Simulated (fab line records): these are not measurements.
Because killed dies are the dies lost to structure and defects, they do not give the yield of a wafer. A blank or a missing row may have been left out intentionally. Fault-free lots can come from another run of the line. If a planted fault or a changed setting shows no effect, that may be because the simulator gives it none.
Commonality check across tools	flow rit_cmos	Lots sampled 13, wafers sampled 39

== REASON FOR OPENING ==
Of 13 lots, 2 have the reading NLDD_TW flagged at RIT_NLDD_TW_MEAS_10. Wafers without a fault read 2482, standard deviation 22.
Rule: flag the lot when none of its wafers has a number, or when each of its wafers that has one lies beyond 4 standard deviations from that mean. As for the other lots, they are considered sound.

lot	measured	on	NLDD_TW, wafer by wafer	flag
L540	day 3 04:40	film_metro-03	2529 2500 2520	
L541	day 3 05:08	film_metro-03	2525 2524 2521	
L544	day 4 02:13	film_metro-04	2466 2475 2457	
L549	day 4 16:11	film_metro-01	2719 2708 2709	FLAGGED
L551	day 5 02:55	film_metro-01	2711 2697 2718	FLAGGED
L553	day 5 15:29	film_metro-01	2469 2491 2475	
L554	day 5 18:08	film_metro-04	2452 2463 2443	
L556	day 6 05:17	film_metro-03	2501 2517 2502	
L557	day 6 14:31	film_metro-01	2459 2467 2471	
L558	day 6 21:36	film_metro-01	2456 2459 2472	
L560	day 7 08:19	film_metro-01	2497 2489 2494	
L562	day 7 23:04	film_metro-04	2475 2482 2472	
L563	day 8 02:02	film_metro-01	2467 2463 2474	
Average over the flagged lots: 2710; offset from the usual +228, equal to +10 standard deviations.

== WHICH TOOL RAN EACH LOT ==
The record keeps 1 process step preceding the reading, out of 202 steps on the route. Read each cell as the tool, then ch plus the chambers that the sampled wafers visited, then the start.
lot	flag	RIT_NLDD_IMPLANT_08
L540		implanter-02 ch 0, day 3 04:20
L541		implanter-01 ch 0, day 3 04:50
L544		implanter-02 ch 0, day 4 01:53
L549	FLAGGED	implanter-04 ch 0, day 4 15:52
L551	FLAGGED	implanter-04 ch 0, day 5 02:37
L553		implanter-02 ch 0, day 5 15:13
L554		implanter-01 ch 0, day 5 17:48
L556		implanter-01 ch 0, day 6 04:59
L557		implanter-02 ch 0, day 6 14:13
L558		implanter-01 ch 0, day 6 21:17
L560		implanter-01 ch 0, day 7 07:59
L562		implanter-02 ch 0, day 7 22:47
L563		implanter-01 ch 0, day 8 01:42
These steps, and what they do:
- RIT_NLDD_IMPLANT_08
- RIT_NLDD_TW_MEAS_10

== FLAGGED OVER TOTAL, TOOL BY TOOL (the gauges that took the reading come last) ==
step	tool	lots run	flagged	share of the flagged lots	sound lots run after its first flagged lot
RIT_NLDD_IMPLANT_08	implanter-01	6	0	none	-
RIT_NLDD_IMPLANT_08	implanter-02	5	0	none	-
RIT_NLDD_IMPLANT_08	implanter-04	2	2	all	0
RIT_NLDD_TW_MEAS_10	film_metro-01	7	2	all	5 (L553,L557,L558,L560,L563)
RIT_NLDD_TW_MEAS_10	film_metro-03	3	0	none	-
RIT_NLDD_TW_MEAS_10	film_metro-04	3	0	none	-

== THE TABLE: WHAT IT ALLOWS ==
Every flagged lot went through 2 rows of the table: implanter-04 at RIT_NLDD_IMPLANT_08 and film_metro-01 at RIT_NLDD_TW_MEAS_10.
- implanter-04 at RIT_NLDD_IMPLANT_08 ran 2 lots, 2 of them flagged. With no sound lot run before its first flagged lot in this sample, there is nothing to narrow down the start. Its own readings lie more than 4 standard deviations out on every wafer of the flagged lots: beam_on_s, faraday_current_uA.
- film_metro-01 at RIT_NLDD_TW_MEAS_10 ran 7 lots, 2 of them flagged. Lots that were sound ran on it after the first flagged one (L553, L557, L558, L560, L563); a persistent fault on the entire tool would not allow that.
Left over: one tool, implanter-04 at RIT_NLDD_IMPLANT_08.

== WHAT THE SIMULATOR HAD INSERTED ==
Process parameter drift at RIT_NLDD_IMPLANT_08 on implanter-04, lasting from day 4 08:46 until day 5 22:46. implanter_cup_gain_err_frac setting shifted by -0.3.
Struck lots among those shown: L549, L551. Same finding as the rule above.
